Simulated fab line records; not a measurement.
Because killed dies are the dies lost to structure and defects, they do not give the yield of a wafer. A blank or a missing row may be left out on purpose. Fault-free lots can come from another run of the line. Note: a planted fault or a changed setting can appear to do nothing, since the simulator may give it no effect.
Which tool was responsible? -- flow ritCmos -- Sampling: 13 lots, 39 wafers, 2 of 202 route steps

WHAT THE GAUGES SHOWED, per wafer
Not one reading of a measure or inspect step in the record can be checked against a usual standard deviation.

TOOL THAT RAN EACH LOT (tool first, then ch and the chambers of the sampled wafers, then the start)
lot,RIT_NSD_COAT_01,RIT_M1_PROBE_99
L295,"lithoTrack-03 ch 0, day 3 14:49",-
L297,"lithoTrack-02 ch 0, day 3 20:30",-
L296,"lithoTrack-03 ch 0, day 3 20:56","prober-01, day 4 08:47"
L298,"lithoTrack-01 ch 0, day 4 02:39",-
L301,"lithoTrack-01 ch 0, day 4 15:43",-
L303,"lithoTrack-01 ch 0, day 4 18:49","prober-02, day 5 06:28"
L304,"lithoTrack-02 ch 0, day 5 02:08","prober-02, day 5 13:26"
L308,"lithoTrack-03 ch 0, day 5 16:58","prober-02, day 6 03:40"
L310,"lithoTrack-02 ch 0, day 6 03:03",-
L312,"lithoTrack-02 ch 0, day 6 10:49",-
L313,"lithoTrack-03 ch 0, day 6 17:56","prober-01, day 7 05:22"
L314,"lithoTrack-03 ch 0, day 6 21:46",-
L318,"lithoTrack-03 ch 0, day 7 21:20","prober-02, day 8 08:19"
- RIT_NSD_COAT_01: resist thk 1000 nm.
- RIT_M1_PROBE_99

WHAT THE TOOLS THEMSELVES READ (means of the sampled wafers that have a number; where no wafer has one, the mark that the record gives instead)
RIT_NSD_COAT_01. Usual: spinSpeedRpm at 3249.9 rpm, with a standard deviation of 2.4.
lot,tool,spinSpeedRpm (rpm),flag
L295,lithoTrack-03,3250.7,
L297,lithoTrack-02,3250.0,
L296,lithoTrack-03,3248.6,
L298,lithoTrack-01,3250.4,
L301,lithoTrack-01,3016.5,OFF
L303,lithoTrack-01,3018.0,OFF
L304,lithoTrack-02,3249.3,
L308,lithoTrack-03,3251.1,
L310,lithoTrack-02,3251.1,
L312,lithoTrack-02,3248.4,
L313,lithoTrack-03,3247.9,
L314,lithoTrack-03,3252.6,
L318,lithoTrack-03,3251.7,

RIT_M1_PROBE_99. Usual: killedAtContacts 0.1, standard deviation 0.38; killedAtFrontEnd 7, standard deviation 3.2; killedDies 7, standard deviation 3.2; killedOpen 3.6, standard deviation 2.1; killedShort 3.5, standard deviation 2.
lot,tool,killedAtContacts,killedAtFrontEnd,killedDies,killedOpen,killedShort,flag
L296,prober-01,0.0,9,9,5.3,3.3,
L303,prober-02,0.0,6,6,2.3,4.0,
L304,prober-02,0.0,5,5,2.7,2.3,
L308,prober-02,0.0,6,6,2.7,3.0,
L313,prober-01,0.0,9,9,5.0,3.7,
L318,prober-02,0.0,3,3,1.0,2.3,

THE ANSWER, worked out from the rows above alone
Rule: a lot counts as off when the mean over its wafers that have a number is more than 3 standard deviations away from the usual mean. Also off: a lot with no number at a reading for which 4 or more lots have one. The other lots that the step has rows for count as sound. The gauges are gone through in route order, then the tools' own readings, and for those a lot's mean is taken as printed above. The first step at which some lot is off is used, and at that step the reading that is off furthest; a lot without a number counts as furthest.
Off: L301, L303, at RIT_NSD_COAT_01 (spinSpeedRpm).
A tool fits if, at that step or a process step before it, it ran every lot that is off, and no sound lot after the first of them. One candidate fits, namely lithoTrack-01 at RIT_NSD_COAT_01. Its last sound lot is L298 (day 4 02:39), its first lot that is off L301 (day 4 15:43): a fault that began between those two fits.
The tool's own readings at RIT_NSD_COAT_01 bear it out: on the lots that are off they differ by more than 5 times the standard deviation of the sound lots' means. spinSpeedRpm reads 3017.2 rpm there against 3250.2 rpm on the sound lots.

WHAT THE SIMULATOR HAD INSERTED
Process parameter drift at RIT_NSD_COAT_01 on lithoTrack-01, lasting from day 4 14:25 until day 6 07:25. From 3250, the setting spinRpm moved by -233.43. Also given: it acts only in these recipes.
Shown lots that were struck: L301, L303. The rule given above showed the same thing.
